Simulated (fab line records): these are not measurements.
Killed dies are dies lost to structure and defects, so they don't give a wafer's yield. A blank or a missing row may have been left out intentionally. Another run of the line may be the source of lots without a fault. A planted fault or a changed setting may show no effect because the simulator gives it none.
What tool caused it? + flow berkeley-cmos170 + 14 lots with 42 wafers sampled at 5 steps, on a route of 331 steps

== WHAT EACH GAUGE READ, for each wafer ==
UCB170_GATE_CD_MEAS_12: the cd target is 350 nm.
| lot  | measured     | on        | cd-nm (nm)        |
|------|--------------|-----------|-------------------|
| L970 | day 7 03:51  | cd-sem-01 | 350.3 351.4 350.9 |
| L972 | day 7 12:22  | cd-sem-01 | 347.9 347.6 348.1 |
| L975 | day 8 01:59  | cd-sem-01 | 350.0 350.6 351.3 |
| L973 | day 8 02:31  | cd-sem-01 | 351.2 350.7 351.7 |
| L974 | day 8 02:37  | cd-sem-02 | 350.1 350.8 350.5 |
| L976 | day 8 17:45  | cd-sem-02 | 350.5 350.2 350.7 |
| L978 | day 9 04:12  | cd-sem-01 | 346.6 348.1 348.6 |
| L982 | day 9 21:13  | cd-sem-02 | 351.4 351.0 349.9 |
| L981 | day 9 21:27  | cd-sem-02 | 349.8 349.8 350.7 |
| L986 | day 10 11:40 | cd-sem-02 | 348.4 348.9 348.1 |
| L987 | day 11 00:37 | cd-sem-01 | 349.2 349.0 348.8 |
| L990 | day 11 00:59 | cd-sem-01 | 351.7 351.1 352.2 |
| L992 | day 11 15:52 | cd-sem-02 | 347.8 349.1 347.7 |
| L993 | day 11 16:23 | cd-sem-01 | 350.7 350.6 350.3 |

UCB170_M2_RS_MEAS_02: measures by four-point-probe.
| lot  | measured     | on            | M2_AL_RS (ohm/sq)    |
|------|--------------|---------------|----------------------|
| L970 | day 8 10:55  | film-metro-03 | 0.0333 0.0321 0.0322 |
| L972 | day 8 18:27  | film-metro-04 | 0.0323 0.0323 0.0324 |
| L975 | day 9 10:37  | film-metro-03 | 0.0319 0.0319 0.0316 |
| L973 | day 9 07:49  | film-metro-04 | 0.0322 0.0334 0.0320 |
| L974 | day 9 09:44  | film-metro-01 | 0.0323 0.0330 0.0327 |
| L976 | day 9 22:53  | film-metro-01 | 0.0318 0.0319 0.0318 |
| L978 | day 10 09:52 | film-metro-03 | 0.0319 0.0323 0.0325 |
| L982 | day 11 02:59 | film-metro-01 | 0.0261 0.0260 0.0260 |
| L981 | day 11 01:25 | film-metro-03 | 0.0320 0.0318 0.0325 |
| L986 | day 11 20:05 | film-metro-04 | 0.0259 0.0260 0.0260 |
| L987 | day 12 05:22 | film-metro-03 | 0.0316 0.0316 0.0317 |
| L990 | day 12 05:25 | film-metro-01 | 0.0323 0.0337 0.0326 |
| L992 | day 12 21:12 | film-metro-04 | 0.0320 0.0319 0.0319 |
| L993 | day 12 23:49 | film-metro-03 | 0.0315 0.0323 0.0318 |

UCB170_M2_THK_MEAS_03: measures by xrf.
| lot  | measured     | on            | M2_AL_THK (nm) |
|------|--------------|---------------|----------------|
| L970 | day 8 11:02  | film-metro-03 | 874 903 903    |
| L972 | day 8 18:34  | film-metro-04 | 902 892 892    |
| L975 | day 9 10:43  | film-metro-03 | 914 911 923    |
| L973 | day 9 07:56  | film-metro-04 | 896 868 901    |
| L974 | day 9 09:52  | film-metro-01 | 902 885 891    |
| L976 | day 9 23:00  | film-metro-01 | 915 912 919    |
| L978 | day 10 09:59 | film-metro-03 | 916 904 905    |
| L982 | day 11 03:05 | film-metro-01 | 1100 1107 1113 |
| L981 | day 11 01:32 | film-metro-03 | 918 920 899    |
| L986 | day 11 20:13 | film-metro-04 | 1129 1120 1116 |
| L987 | day 12 05:28 | film-metro-03 | 930 930 921    |
| L990 | day 12 05:32 | film-metro-01 | 893 858 885    |
| L992 | day 12 21:19 | film-metro-04 | 904 911 912    |
| L993 | day 12 23:56 | film-metro-03 | 924 907 919    |

== WHAT TOOL EACH LOT RAN ON (gives the tool, then ch and the chambers of the sampled wafers, and finally the start) ==
| lot  | UCB170_NLDD_STRIP_10                 | UCB170_M2_SPUTTER_01         |
|------|--------------------------------------|------------------------------|
| L970 | plasma-asher-02 ch 1, day 7 08:28    | pvd-sputter-03, day 8 10:49  |
| L972 | plasma-asher-02 ch 0,1, day 7 18:33  | pvd-sputter-04, day 8 18:22  |
| L975 | plasma-asher-01 ch 0,1, day 8 07:27  | pvd-sputter-03, day 9 10:29  |
| L973 | plasma-asher-04 ch 0,1, day 8 06:49  | pvd-sputter-03, day 9 07:43  |
| L974 | plasma-asher-04 ch 0,1, day 8 07:40  | pvd-sputter-01, day 9 09:39  |
| L976 | plasma-asher-02 ch 0,1, day 8 22:44  | pvd-sputter-03, day 9 22:48  |
| L978 | plasma-asher-04 ch 0,1, day 9 08:38  | pvd-sputter-01, day 10 09:47 |
| L982 | plasma-asher-04 ch 0,1, day 10 01:34 | pvd-sputter-04, day 11 02:52 |
| L981 | plasma-asher-01 ch 0,1, day 10 01:46 | pvd-sputter-01, day 11 01:20 |
| L986 | plasma-asher-02 ch 0,1, day 10 16:04 | pvd-sputter-04, day 11 20:01 |
| L987 | plasma-asher-04 ch 0,1, day 11 05:11 | pvd-sputter-01, day 12 05:14 |
| L990 | plasma-asher-01 ch 0,1, day 11 05:42 | pvd-sputter-03, day 12 05:20 |
| L992 | plasma-asher-02 ch 0,1, day 11 20:41 | pvd-sputter-01, day 12 21:07 |
| L993 | plasma-asher-04 ch 0,1, day 11 20:48 | pvd-sputter-01, day 12 23:43 |
- UCB170_NLDD_STRIP_10: strips in O2.
- UCB170_M2_SPUTTER_01: material Al, target thk 900 nm, time 120 s.

== AS READ BY THE TOOLS THEMSELVES (means over the sampled wafers that have a number; for cases with no such wafer, the mark the record gives instead) ==
UCB170_NLDD_STRIP_10.
| lot  | tool            | drypump-motor-current-A (A) | oes-product-au (a.u.) | strip-time-to-endpoint-s (s) |
|------|-----------------|-----------------------------|-----------------------|------------------------------|
| L970 | plasma-asher-02 | 6.28                        | 0.734                 | 21.63                        |
| L972 | plasma-asher-02 | 6.15                        | 0.735                 | 21.56                        |
| L975 | plasma-asher-01 | 5.86                        | 0.732                 | 21.55                        |
| L973 | plasma-asher-04 | 5.77                        | 0.736                 | 21.68                        |
| L974 | plasma-asher-04 | 5.78                        | 0.731                 | 21.55                        |
| L976 | plasma-asher-02 | 6.17                        | 0.732                 | 21.53                        |
| L978 | plasma-asher-04 | 5.73                        | 0.735                 | 21.62                        |
| L982 | plasma-asher-04 | 5.79                        | 0.734                 | 21.67                        |
| L981 | plasma-asher-01 | 5.84                        | 0.738                 | 21.60                        |
| L986 | plasma-asher-02 | 6.20                        | 0.734                 | 21.69                        |
| L987 | plasma-asher-04 | 5.75                        | 0.734                 | 21.60                        |
| L990 | plasma-asher-01 | 5.83                        | 0.736                 | 21.67                        |
| L992 | plasma-asher-02 | 6.14                        | 0.738                 | 21.63                        |
| L993 | plasma-asher-04 | 5.77                        | 0.730                 | 21.60                        |

UCB170_M2_SPUTTER_01.
| lot  | tool           | cathode-dc-power-W (W) | chamber-pressure-pa (Pa) | throttle-valve-pct (%) |
|------|----------------|------------------------|--------------------------|------------------------|
| L970 | pvd-sputter-03 | 6000.1                 | 0.4997                   | 29.9                   |
| L972 | pvd-sputter-04 | 5998.9                 | 0.5002                   | 29.8                   |
| L975 | pvd-sputter-03 | 6001.0                 | 0.5012                   | 29.8                   |
| L973 | pvd-sputter-03 | 6000.4                 | 0.5005                   | 30.0                   |
| L974 | pvd-sputter-01 | 5999.6                 | 0.5001                   | 30.9                   |
| L976 | pvd-sputter-03 | 5998.9                 | 0.4997                   | 29.5                   |
| L978 | pvd-sputter-01 | 5999.6                 | 0.5008                   | 31.0                   |
| L982 | pvd-sputter-04 | 7393.9                 | 0.4998                   | 28.5                   |
| L981 | pvd-sputter-01 | 5999.2                 | 0.4998                   | 30.1                   |
| L986 | pvd-sputter-04 | 7394.2                 | 0.5002                   | 29.8                   |
| L987 | pvd-sputter-01 | 6000.6                 | 0.5009                   | 30.1                   |
| L990 | pvd-sputter-03 | 5999.1                 | 0.4995                   | 29.8                   |
| L992 | pvd-sputter-01 | 5999.0                 | 0.4995                   | 30.8                   |
| L993 | pvd-sputter-01 | 6000.7                 | 0.4999                   | 30.3                   |

== THE ANSWER, worked out from the rows above alone ==
Rule: the usual values come from the lots themselves. The widest of any qualifying gaps counts: lots, ordered by their means at a reading, are off when they make up no more than a third of the lots, leave a main group of 4 or more, and stand apart from it by 3 or more times the standard deviation of that group's means. The tables above print the reading to a certain number of digits; a main group whose means all agree to those digits is not used. A lot without any number at a reading at which 4 lots or more have one is off too. All remaining lots with rows at the step are treated as sound. First the gauges in route order, then the tools' own readings, where a lot's mean is used as printed above. The first step at which some lot is off is used, and at that step the reading that is off furthest; a lot without a number counts as furthest.
Off: L982, L986, seen at UCB170_M2_RS_MEAS_02 (M2_AL_RS). The main group: mean 0.0322 ohm/sq, standard deviation 0.00038.
A tool fits if, at a process step before that reading, it ran every lot that is off, and no sound lot after the first of them. The gauges at UCB170_M2_RS_MEAS_02 aren't tried: what is off there is off at UCB170_M2_SPUTTER_01 too, on other tools, and a gauge's error can't cause that. One fits: pvd-sputter-04 at UCB170_M2_SPUTTER_01. Its last sound lot is L972 (day 8 18:22), its first lot that is off L982 (day 11 02:52): a fault that began between those two fits.
On the lots that are off, the tool's own readings at UCB170_M2_SPUTTER_01 differ by more than 5 times the standard deviation of the sound lots' means, which bears it out; cathode-dc-power-W reads 7394.0 W there versus 5999.8 W on the sound lots.

== WHAT HAD BEEN PUT IN BY THE SIMULATOR ==
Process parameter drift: pvd-sputter-04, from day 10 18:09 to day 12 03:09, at UCB170_M2_SPUTTER_01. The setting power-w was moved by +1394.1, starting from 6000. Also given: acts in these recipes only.
Struck lots among those shown: L982, L986. The rule above reached the same finding.
